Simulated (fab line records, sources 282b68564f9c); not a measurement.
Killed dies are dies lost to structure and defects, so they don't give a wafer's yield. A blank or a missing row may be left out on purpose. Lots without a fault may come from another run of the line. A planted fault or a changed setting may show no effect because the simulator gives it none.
fab line records | flow rit_cmos
record lots=13 wafers=39 last_day=8
route steps=202 shown M1@184
lots that met no fault: from a run of the same line without faults
start_h: hours from the record's first day to the start of the lot's first wafer shown | wait_h: hours since the lot's step before | " the same as in the row above | L1.1+2: a row that stands for several wafers | - no value, or no start given | * or withheld: withheld | < > ~ a bound
route shown NAME@n: a module of which the file shows steps, and the number in the route of the first | usual: mean/standard deviation of fault-free wafers | same: alike in all rows | chamber/n: place in a boat | sites: the reading at each site | _std_site: their standard deviation | _edge_site: outer sites' mean less inner sites' | radius_mm: how far each site lies from the wafer's centre | mask NAME#n: copy n | behind: the tool/chamber that last shaped the wafer | hold: why the lot was held/for how many hours/how that ended | device: the transistor (n, p or np) that didn't switch | end of line: the same wafers' tests at the end of the route | a step without rows: its recipe alone | killed: dies lost to structure and defects at the first sort, not the wafer's yield | map: a wafer's dies, x killed, . not, _ none there
set.NAME: the setting as run; set.NAME@STEP: as run at that earlier step | model.NAME: the simulator's own value behind a step, which no gauge read
steps of the route over a sample of lots; a table a step, a row a wafer
services: from which hour (start_h, from the record's first day; less than 0 if before it) a tool's chamber was out of use, for how many hours, and why
## steps
# step RIT_M1_SPUTTER_00
# recipe material=Al target_thk_nm=400 power_w=2000 chamber_pressure_pa=0.4 gas=Ar time_s=500 substrate_temp_c=25
# usual throttle_valve_pct=29.8/0.87
# columns lot.wafer tool chamber start_h wait_h throttle_valve_pct
L191.2 pvd_sputter-04 - 63.26 0.0 28.7
L191.4 " - " " 28.1
L191.6 " - " " 28.1
L192.1 pvd_sputter-01 - 67.77 0.0 29.4
L192.3 " - " " 30.3
L192.4 " - " " 30.3
L193.1 pvd_sputter-04 - 72.03 0.0 30.3
L193.3 " - " " 29.9
L193.5 " - " " 30.6
L194.2 pvd_sputter-01 - 76.95 0.0 31.0
L194.3 " - " " 29.6
L194.4 " - " " 30.4
L196.2 pvd_sputter-04 - 89.15 0.0 28.3
L196.3 " - " " 30.2
L196.5 " - " " 28.1
L197.1 pvd_sputter-01 - 93.33 0.0 29.6
L197.4 " - " " 30.2
L197.5 " - " " 30.8
L198.2 pvd_sputter-04 - 100.35 0.0 29.7
L198.4 " - " " 30.2
L198.6 " - " " 30.4
L199.2 pvd_sputter-04 - 100.74 0.0 29.7
L199.3 " - " " 28.3
L199.4 " - " " 28.2
L207.4 pvd_sputter-04 - 138.18 0.0 29.4
L207.5 " - " " 28.1
L207.6 " - " " 29.8
L209.1 pvd_sputter-01 - 155.04 0.0 30.1
L209.3 " - " " 31.0
L209.5 " - " " 30.4
L211.2 pvd_sputter-01 - 175.79 0.0 30.3
L211.3 " - " " 30.3
L211.5 " - " " 30.7
L213.4 pvd_sputter-03 - 176.30 0.0 29.0
L213.5 " - " " 30.9
L213.6 " - " " 29.3
L214.2 pvd_sputter-01 - 183.19 0.0 31.0
L214.3 " - " " 30.2
L214.4 " - " " 30.3
# step RIT_M1_RS_MEAS_01
# recipe thk_meas_gauge=four-point-probe reads=Al_of_M1_SPUTTER_00
# usual M1_AL_RS=0.0740/0.00075
# columns lot.wafer tool chamber start_h wait_h M1_AL_RS[ohm/sq]
L191.2 film_metro-01 - 63.57 0.2 0.0747
L191.4 " - " " 0.0746
L191.6 " - " " 0.0747
L192.1 film_metro-02 - 68.06 0.1 0.0735
L192.3 " - " " 0.0748
L192.4 " - " " 0.0749
L193.1 film_metro-04 - 72.33 0.1 0.0730
L193.3 " - " " 0.0736
L193.5 " - " " 0.0737
L194.2 film_metro-04 - 77.26 0.2 0.0738
L194.3 " - " " 0.0725
L194.4 " - " " 0.0734
L196.2 film_metro-02 - 89.46 0.2 0.0751
L196.3 " - " " 0.0750
L196.5 " - " " 0.0746
L197.1 film_metro-04 - 93.62 0.1 0.0729
L197.4 " - " " 0.0750
L197.5 " - " " 0.0747
L198.2 film_metro-02 - 100.66 0.2 0.0742
L198.4 " - " " 0.0746
L198.6 " - " " 0.0743
L199.2 film_metro-02 - 101.05 0.2 0.0745
L199.3 " - " " 0.0739
L199.4 " - " " 0.0745
L207.4 film_metro-01 - 138.54 0.2 0.0672
L207.5 " - " " 0.0755
L207.6 " - " " 0.0664
L209.1 film_metro-01 - 155.33 0.1 0.0746
L209.3 " - " " 0.0742
L209.5 " - " " 0.0746
L211.2 film_metro-01 - 176.11 0.2 0.0733
L211.3 " - " " 0.0740
L211.5 " - " " 0.0733
L213.4 film_metro-04 - 176.65 0.2 0.0739
L213.5 " - " " 0.0732
L213.6 " - " " 0.0739
L214.2 film_metro-01 - 183.50 0.2 0.0738
L214.3 " - " " 0.0744
L214.4 " - " " 0.0749
# step RIT_M1_THK_MEAS_02
# recipe thk_meas_gauge=xrf reads=Al_of_M1_SPUTTER_00
# usual M1_AL_THK=404/4.9
# columns lot.wafer tool chamber start_h wait_h M1_AL_THK[nm]
L191.2 film_metro-01 - 63.68 0.1 398
L191.4 " - " " 401
L191.6 " - " " 397
L192.1 film_metro-02 - 68.18 0.1 407
L192.3 " - " " 404
L192.4 " - " " 402
L193.1 film_metro-04 - 72.45 0.1 410
L193.3 " - " " 406
L193.5 " - " " 405
L194.2 film_metro-04 - 77.37 0.1 406
L194.3 " - " " 413
L194.4 " - " " 407
L196.2 film_metro-02 - 89.57 0.1 403
L196.3 " - " " 401
L196.5 " - " " 403
L197.1 film_metro-04 - 93.74 0.1 410
L197.4 " - " " 399
L197.5 " - " " 401
L198.2 film_metro-02 - 100.77 0.1 403
L198.4 " - " " 404
L198.6 " - " " 405
L199.2 film_metro-02 - 101.16 0.1 403
L199.3 " - " " 407
L199.4 " - " " 401
L207.4 film_metro-01 - 138.63 0.1 445
L207.5 " - " " 395
L207.6 " - " " 445
L209.1 film_metro-01 - 155.45 0.1 399
L209.3 " - " " 402
L209.5 " - " " 399
L211.2 film_metro-01 - 176.22 0.1 403
L211.3 " - " " 401
L211.5 " - " " 403
L213.4 film_metro-04 - 176.74 0.1 403
L213.5 " - " " 406
L213.6 " - " " 404
L214.2 film_metro-01 - 183.61 0.1 403
L214.3 " - " " 396
L214.4 " - " " 393
# step RIT_M1_METAL_ETCH_12
# recipe stop_on=SiO2 chemistry=Cl2/BCl3 target=Al time_s=165 over_etch_frac=0.5 pressure_mtorr=100 target_depth_a=6000 rf_w=250 Cl2_flow_sccm=60 bcl3_flow_sccm=50
# usual drypump_motor_current_A=5.7/0.53 oes_product_au=0.775/0.011 rf_fwd_power_W=248.9/0.84 throttle_valve_pct=8.40/0.12
# same over_etch_frac=0.5
# columns lot.wafer tool chamber start_h wait_h drypump_motor_current_A oes_product_au rf_fwd_power_W rf_hours_counter_h throttle_valve_pct
L191.2 rie_metal-02 1 65.16 0.2 6.4 0.773 249.6 1 8.42
L191.4 " 1 " " 6.4 0.781 248.7 - 8.40
L191.6 " 1 " " 6.4 0.785 249.1 - 8.42
L192.1 rie_metal-04 1 69.53 0.2 4.9 0.769 248.6 30 8.23
L192.3 " 1 " " 4.9 0.765 248.9 - 8.25
L192.4 " 1 " " 4.9 0.761 248.5 - 8.25
L193.1 rie_metal-01 0 73.79 0.2 5.5 0.785 249.3 4 8.29
L193.3 " 0 " " 5.5 0.771 249.6 - 8.28
L193.5 " 0 " " 5.6 0.773 248.7 - 8.25
L194.2 rie_metal-02 0 78.96 0.2 5.8 0.776 247.1 1 8.52
L194.3 " 1 " " 6.4 0.801 248.9 - 8.40
L194.4 " 0 " " 5.8 0.778 247.4 - 8.51
L196.2 rie_metal-01 0 91.04 0.2 5.6 0.764 247.9 4 8.29
L196.3 " 1 " " 6.2 0.770 249.6 - 8.56
L196.5 " 1 " " 6.3 0.757 250.0 - 8.59
L197.1 rie_metal-02 1 95.19 0.2 6.4 0.794 250.0 1 8.41
L197.4 " 1 " " 6.4 0.779 248.7 - 8.41
L197.5 " 0 " " 5.8 0.773 247.3 - 8.53
L198.2 rie_metal-04 1 102.73 0.2 4.9 0.764 248.1 - 8.23
L198.4 " 1 " " 4.9 0.754 249.4 - 8.24
L198.6 " 1 " " 4.9 0.767 248.7 - 8.22
L199.2 rie_metal-01 0 102.83 0.2 5.6 0.771 248.2 4 8.28
L199.3 " 1 " " 6.3 0.770 249.2 - 8.56
L199.4 " 0 " " 5.6 0.763 249.0 - 8.28
L207.4 rie_metal-01 0 140.12 0.1 5.6 0.821 249.0 - 8.28
L207.5 " 1 " " 6.2 0.764 249.1 - 8.56
L207.6 " 0 " " 5.6 0.823 249.8 - 8.26
L209.1 rie_metal-04 1 156.92 0.2 4.9 0.759 248.4 0 8.23
L209.3 " 1 " " 4.8 0.748 247.6 - 8.24
L209.5 " 1 " " 4.9 0.753 248.3 - 8.24
L211.2 rie_metal-02 1 177.63 0.2 6.4 0.793 249.3 2 8.40
L211.3 " 1 " " 6.4 0.797 248.1 - 8.41
L211.5 " 1 " " 6.4 0.791 247.7 - 8.40
L213.4 rie_metal-01 1 178.37 0.1 6.2 0.766 249.7 - 8.56
L213.5 " 1 " " 6.3 0.777 249.4 - 8.55
L213.6 " 0 " " 5.6 0.774 248.8 - 8.29
L214.2 rie_metal-02 1 185.69 0.2 6.4 0.787 249.4 2 8.42
L214.3 " 0 " " 5.7 0.760 247.4 - 8.54
L214.4 " 1 " " 6.4 0.784 250.3 - 8.38
# step RIT_M1_PROBE_99
# usual defect_limited_yield=97.6/1 killed_at_M0_to_M3=0.0/0.083 killed_at_contacts=0.1/0.23 killed_at_front_end=6.2/2.8 killed_dies=6.3/2.7 killed_open=3.1/2 killed_short=3.2/1.8 sort_bin_3_pad_short=0.1/0.18 sort_bin_5_function=1.3/0.73 sort_bin_6_memory=1.0/0.62 sort_n_pass=257.7/2.7 sort_yield_pct=97.6/1
# same gross_dies=264 killed_at_M4_up=0 killed_at_back_side=0 killed_at_other=0
# columns lot.wafer tool chamber start_h wait_h defect_limited_yield[%] killed_at_M0_to_M3 killed_at_contacts killed_at_front_end killed_dies killed_open killed_short sort_bin_3_pad_short[%] sort_bin_5_function[%] sort_bin_6_memory[%] sort_n_pass sort_yield_pct[%]
L191.2 prober-02 - 67.46 0.1 97.3 0 0 7 7 4 3 0 0.8 1.9 257.0 97.3
L191.4 prober-02 - 67.56 0.2 97.0 0 0 8 8 4 4 0 1.5 1.5 256.0 97.0
L191.6 prober-02 - 67.66 0.2 97.0 0 0 8 8 6 2 0.4 1.9 0.8 256.0 97.0
L192.1 prober-01 - 71.94 0.1 99.2 0 0 2 2 1 1 0 0.8 0 262.0 99.2
L192.3 prober-01 - 72.04 0.2 97.7 0 0 6 6 3 3 0 0.8 1.5 258.0 97.7
L192.4 prober-01 - 72.09 0.2 98.1 0 0 5 5 2 3 0 1.5 0.4 259.0 98.1
L193.1 prober-02 - 76.05 0.1 97.7 0 0 6 6 3 3 0.4 1.1 0.8 258.0 97.7
L193.3 prober-02 - 76.15 0.2 98.9 0 0 3 3 2 1 0 0.4 0.8 261.0 98.9
L193.5 prober-02 - 76.25 0.2 97.7 0 0 6 6 3 3 0 1.1 1.1 258.0 97.7
L194.2 prober-01 - 81.26 0.1 98.1 0 0 5 5 2 3 0.4 1.1 0.4 259.0 98.1
L194.3 prober-01 - 81.31 0.2 97.7 0 0 6 6 1 5 0.4 0.8 1.1 258.0 97.7
L194.4 prober-01 - 81.36 0.2 97.0 0 0 8 8 4 4 0 1.9 1.1 256.0 97.0
L196.2 prober-01 - 93.55 0.1 95.8 0 0 11 11 4 7 0 1.9 2.3 253.0 95.8
L196.3 prober-01 - 93.60 0.2 97.3 0 0 7 7 3 4 0.4 0.8 1.5 257.0 97.3
L196.5 prober-01 - 93.70 0.2 99.2 0 0 2 2 1 1 0 0.8 0 262.0 99.2
L197.1 prober-02 - 97.46 0.1 99.2 1 0 1 2 1 1 0 0.4 0.4 262.0 99.2
L197.4 prober-02 - 97.61 0.2 96.2 0 0 10 10 6 4 0 3.0 0.8 254.0 96.2
L197.5 prober-02 - 97.66 0.2 98.1 0 0 5 5 3 2 0 1.1 0.8 259.0 98.1
L199.2 prober-01 - 105.14 0.1 95.8 0 0 11 11 7 4 0.8 2.3 1.1 253.0 95.8
L199.3 prober-01 - 105.19 0.2 97.3 0 0 7 7 1 6 0 1.5 1.1 257.0 97.3
L199.4 prober-01 - 105.24 0.2 98.5 0 0 4 4 2 2 0 0.8 0.8 260.0 98.5
L198.2 prober-02 - 106.64 0.1 98.9 0 0 3 3 0 3 0 0.8 0.4 261.0 98.9
L198.4 prober-02 - 106.74 0.2 98.5 0 0 4 4 3 1 0 1.1 0.4 260.0 98.5
L198.6 prober-02 - 106.84 0.2 98.9 0 0 3 3 0 3 0 1.1 0 261.0 98.9
L207.4 prober-01 - 142.54 0.2 95.5 0 0 12 12 4 8 0 3.0 1.5 252.0 95.5
L207.5 prober-01 - 142.59 0.2 96.6 0 1 8 9 6 3 0.4 1.5 1.5 255.0 96.6
L207.6 prober-01 - 142.64 0.2 96.2 0 0 10 10 6 4 0 1.1 2.7 254.0 96.2
L209.1 prober-02 - 159.19 0.1 98.5 0 0 4 4 2 2 0 0.8 0.8 260.0 98.5
L209.3 prober-02 - 159.29 0.2 99.2 0 0 2 2 2 0 0 0.4 0.4 262.0 99.2
L209.5 prober-02 - 159.39 0.2 97.3 0 0 7 7 4 3 0.4 1.5 0.8 257.0 97.3
L211.2 prober-01 - 179.95 0.1 98.9 0 0 3 3 2 1 0 0.8 0.4 261.0 98.9
L211.3 prober-01 - 180.00 0.2 98.5 0 1 3 4 2 2 0 0.4 1.1 260.0 98.5
L211.5 prober-01 - 180.10 0.2 97.3 0 0 7 7 4 3 0.4 1.1 1.1 257.0 97.3
L213.4 prober-02 - 181.55 0.2 98.1 0 0 5 5 3 2 0.4 0.4 1.1 259.0 98.1
L213.5 prober-02 - 181.60 0.2 96.2 0 0 10 10 6 4 0.4 1.9 1.5 254.0 96.2
L213.6 prober-02 - 181.65 0.2 99.2 0 0 2 2 1 1 0 0 0.8 262.0 99.2
L214.2 prober-02 - 188.00 0.1 97.3 0 0 7 7 3 4 0 2.3 0.4 257.0 97.3
L214.3 prober-02 - 188.05 0.2 99.2 0 0 2 2 1 1 0 0 0.8 262.0 99.2
L214.4 prober-02 - 188.10 0.2 98.1 0 0 5 5 3 2 0.4 0.8 0.8 259.0 98.1
# killed by level:class
L191.2 GATE:geometric_particle:open=2 SILICIDE:geometric_particle:short=2 FOX1:geometric_particle:open=1 FOX2:geometric_particle:open=1 REOX:geometric_particle:short=1
L191.4 FOX1:geometric_particle:open=2 REOX:geometric_particle:short=2 GATE:geometric_particle:short=1 GATE:geometric_particle:open=1 REOX:geometric_particle:open=1 SPACER:geometric_particle:short=1
L191.6 FOX1:geometric_particle:open=2 REOX:geometric_particle:open=2 GATE:geometric_particle:open=1 GATE:geometric_particle:short=1 REOX:geometric_particle:short=1 SPACER:geometric_particle:open=1
L192.1 FOX2:geometric_particle:open=1 SILICIDE:geometric_particle:short=1
L192.3 REOX:geometric_particle:open=2 REOX:geometric_particle:short=1 SPACER:geometric_particle:open=1 SPACER:geometric_particle:short=1 SILICIDE:geometric_particle:short=1
L192.4 GATE:geometric_particle:short=2 REOX:geometric_particle:open=1 SPACER:geometric_particle:short=1 SPACER:geometric_particle:open=1
L193.1 REOX:geometric_particle:open=2 FOX2:geometric_particle:short=1 GATE:geometric_particle:open=1 GATE:geometric_particle:short=1 SILICIDE:geometric_particle:short=1
L193.3 FOX1:geometric_particle:open=2 GATE:geometric_particle:short=1
L193.5 FOX1:geometric_particle:open=3 FOX1:geometric_particle:short=1 FOX2:geometric_particle:short=1 REOX:geometric_particle:short=1
L194.2 GATE:geometric_particle:short=2 GATE:geometric_particle:open=1 REOX:geometric_particle:short=1 SPACER:geometric_particle:open=1
L194.3 FOX2:geometric_particle:short=2 GATE:geometric_particle:short=1 REOX:geometric_particle:open=1 REOX:geometric_particle:short=1 SILICIDE:geometric_particle:short=1
L194.4 GATE:geometric_particle:open=3 REOX:geometric_particle:short=2 GATE:geometric_particle:short=1 SILICIDE:geometric_particle:open=1 SILICIDE:geometric_particle:short=1
L196.2 GATE:geometric_particle:open=3 GATE:geometric_particle:short=2 SPACER:geometric_particle:short=2 SILICIDE:geometric_particle:short=2 FOX1:geometric_particle:open=1 FOX1:geometric_particle:short=1
L196.3 SILICIDE:geometric_particle:open=2 FOX1:geometric_particle:short=1 FOX2:geometric_particle:short=1 SILICIDE:geometric_particle:short=1 GATE:geometric_particle:open=1 SPACER:geometric_particle:short=1
L196.5 REOX:geometric_particle:open=1 SPACER:geometric_particle:short=1
L197.1 REOX:geometric_particle:open=1 M1:geometric_particle:short=1
L197.4 REOX:geometric_particle:open=3 GATE:geometric_particle:open=2 SILICIDE:geometric_particle:short=2 FOX1:geometric_particle:short=1 FOX1:geometric_particle:open=1 REOX:geometric_particle:short=1
L197.5 GATE:geometric_particle:short=2 FOX1:geometric_particle:open=1 GATE:geometric_particle:open=1 REOX:geometric_particle:open=1
L199.2 FOX1:geometric_particle:open=3 GATE:geometric_particle:open=3 SILICIDE:geometric_particle:short=2 GATE:geometric_particle:short=1 REOX:geometric_particle:short=1 SPACER:geometric_particle:open=1
L199.3 GATE:geometric_particle:short=3 FOX2:geometric_particle:short=2 FOX1:geometric_particle:short=1 GATE:geometric_particle:open=1
L199.4 FOX1:geometric_particle:short=2 GATE:geometric_particle:open=2
L198.2 SPACER:geometric_particle:short=2 GATE:geometric_particle:short=1
L198.4 REOX:geometric_particle:short=1 REOX:geometric_particle:open=1 SPACER:geometric_particle:open=1 SILICIDE:geometric_particle:open=1
L198.6 FOX1:geometric_particle:short=1 REOX:geometric_particle:short=1 SILICIDE:geometric_particle:short=1
L207.4 GATE:geometric_particle:short=4 FOX2:geometric_particle:short=2 SILICIDE:geometric_particle:open=2 FOX1:geometric_particle:short=1 FOX2:geometric_particle:open=1 REOX:geometric_particle:open=1 SILICIDE:geometric_particle:short=1
L207.5 GATE:geometric_particle:open=3 SPACER:geometric_particle:open=3 GATE:geometric_particle:short=1 SPACER:geometric_particle:short=1 CONTACT:geometric_particle:short=1
L207.6 GATE:geometric_particle:open=3 SILICIDE:geometric_particle:open=3 GATE:geometric_particle:short=2 REOX:geometric_particle:short=1 SILICIDE:geometric_particle:short=1
L209.1 GATE:geometric_particle:open=2 FOX1:geometric_particle:short=1 REOX:geometric_particle:short=1
L209.3 REOX:geometric_particle:open=2
L209.5 GATE:geometric_particle:open=2 FOX1:geometric_particle:short=1 FOX2:geometric_particle:short=1 FOX2:geometric_particle:open=1 GATE:geometric_particle:short=1 SILICIDE:geometric_particle:open=1
L211.2 FOX1:geometric_particle:short=1 REOX:geometric_particle:open=1 SPACER:geometric_particle:open=1
L211.3 GATE:geometric_particle:short=2 SPACER:geometric_particle:open=1 CONTACT:geometric_particle:open=1
L211.5 FOX1:geometric_particle:short=2 SPACER:geometric_particle:open=2 FOX2:geometric_particle:open=1 GATE:geometric_particle:open=1 GATE:geometric_particle:short=1
L213.4 REOX:geometric_particle:open=2 FOX1:geometric_particle:open=1 SPACER:geometric_particle:short=1 SILICIDE:geometric_particle:short=1
L213.5 REOX:geometric_particle:open=5 SPACER:geometric_particle:short=3 REOX:geometric_particle:short=1 SPACER:geometric_particle:open=1
L213.6 REOX:geometric_particle:short=1 SILICIDE:geometric_particle:open=1
L214.2 GATE:geometric_particle:short=2 REOX:geometric_particle:open=2 ACTIVE:geometric_particle:short=1 SPACER:geometric_particle:open=1 SILICIDE:geometric_particle:short=1
L214.3 FOX2:geometric_particle:short=1 GATE:geometric_particle:open=1
L214.4 GATE:geometric_particle:short=2 FOX1:geometric_particle:open=1 FOX2:geometric_particle:open=1 SILICIDE:geometric_particle:open=1
## services
# columns tool chamber start_h hours kind
pvd_sputter-01 - 51.14 2.0 repair
rie_metal-04 0 57.60 16.7 repair
rie_metal-02 0 66.56 4.9 repair
pvd_sputter-03 - 72.33 36.9 repair
pvd_sputter-01 - 99.46 6.6 repair
rie_metal-04 0 101.85 2.4 repair
pvd_sputter-01 - 115.72 1.0 repair
rie_metal-04 - 136.12 20.0 pm
rie_metal-04 0 136.12 20.0 vent_cycle
rie_metal-04 1 136.12 20.0 vent_cycle
rie_metal-04 0 156.12 - clean
rie_metal-04 1 156.12 - clean
rie_metal-04 1 164.06 16.1 repair
rie_metal-04 0 168.38 2.7 repair
## key
first_sign step=RIT_M1_RS_MEAS_01 reading=M1_AL_RS direction=down sigmas=9.5 usual=0.0740 struck=0.0668
effect step=RIT_M1_THK_MEAS_02 reading=M1_AL_THK direction=up sigmas=8.2 usual=404 struck=445
effect step=RIT_M1_METAL_ETCH_12 reading=oes_product_au direction=up sigmas=4.3 usual=0.775 struck=0.822
met_at RIT_M1_SPUTTER_00
struck_lots L207
struck_wafers L207.4,L207.6
onset_between 100.74 138.18
fault kind=process_parameter_drift tool=pvd_sputter-04 chamber=- onset_h=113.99 steps=RIT_M1_SPUTTER_00 channel=target_thk_nm offset=46.641 shape=step end_h=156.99 acts_in=these_recipes_only stated=400 scope=struck_wafers_only
